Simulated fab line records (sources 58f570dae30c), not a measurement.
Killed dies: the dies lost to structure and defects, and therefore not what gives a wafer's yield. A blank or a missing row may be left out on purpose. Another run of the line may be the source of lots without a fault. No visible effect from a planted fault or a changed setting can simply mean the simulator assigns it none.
Matching of chambers | flow berkeleyCmos170 | 3 sister chambers for UCB170_BACKSIDE_CLEAN_04 on wetBench-01
The step cleans in SPM, time 600 s. 20 wafers are shown with their chamber, then 4 later ones without.

== WAFERS, EACH WITH ITS CHAMBER ==
wafer  | chamber | bathHeatDutyPct (%) | bathGuardTempC (C)
L780.2 | 3       | 14.2                | 120.6
L780.3 | 3       | 14.2                | 120.6
L780.6 | 3       | 14.3                | 121.0
L782.3 | 1       | 12.6                | 120.4
L782.5 | 1       | 12.7                | 120.4
L782.6 | 1       | 13.4                | 120.2
L781.1 | 1       | 14.0                | 120.0
L781.5 | 1       | 11.5                | 120.1
L781.6 | 1       | 13.7                | 120.7
L784.1 | 3       | 14.3                | 121.0
L784.4 | 3       | 14.5                | 121.1
L784.5 | 3       | 14.4                | 121.1
L783.3 | 2       | 12.4                | 120.2
L783.5 | 2       | 13.4                | 120.8
L783.6 | 2       | 13.5                | 120.5
L789.1 | 3       | 14.5                | 120.7
L789.4 | 3       | 14.0                | 120.8
L789.6 | 3       | 13.6                | 120.5
L798.1 | 1       | 11.8                | 120.3
L798.5 | 1       | 13.7                | 120.4

SIGNATURES, as means of the wafers listed above
reading         | chamber 1 | chamber 2 | chamber 3 | scatter within a chamber
bathHeatDutyPct | 12.925    | 13.100    | 14.222    | 0.66
bathGuardTempC  | 120.312   | 120.500   | 120.822   | 0.236
Rule: a wafer lies at a distance from a chamber equal to the root of the sum of squares, over the readings, of (its reading less the chamber's mean, divided by the reading's scatter). If the next closest chamber is less than 2 further off than the closest, the wafer can't be placed; otherwise it belongs to the closest. The scatter is the square root of a quotient: the sum, over the shown wafers, of each reading's squared deviation from its chamber's mean, divided by wafers minus chambers.

== WAFERS WITH NO CHAMBER GIVEN ==
wafer  | bathHeatDutyPct (%) | bathGuardTempC (C)
L798.6 | 12.6                | 120.4
L802.2 | 14.5                | 120.9
L802.3 | 13.6                | 120.8
L802.5 | 13.3                | 121.0

== WHICH CHAMBER EACH WENT THROUGH ==
wafer  | from the rows above          | in truth
L798.6 | can't be placed: 1 or 2      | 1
L802.2 | 3                            | 3
L802.3 | can't be placed: 3 or 2 or 1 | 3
L802.5 | can't be placed: 3 or 2 or 1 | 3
1 of 4 placed correctly. Can't be placed from these rows: 3 (the true chamber is among the candidates in 3). Wrongly placed: 0.
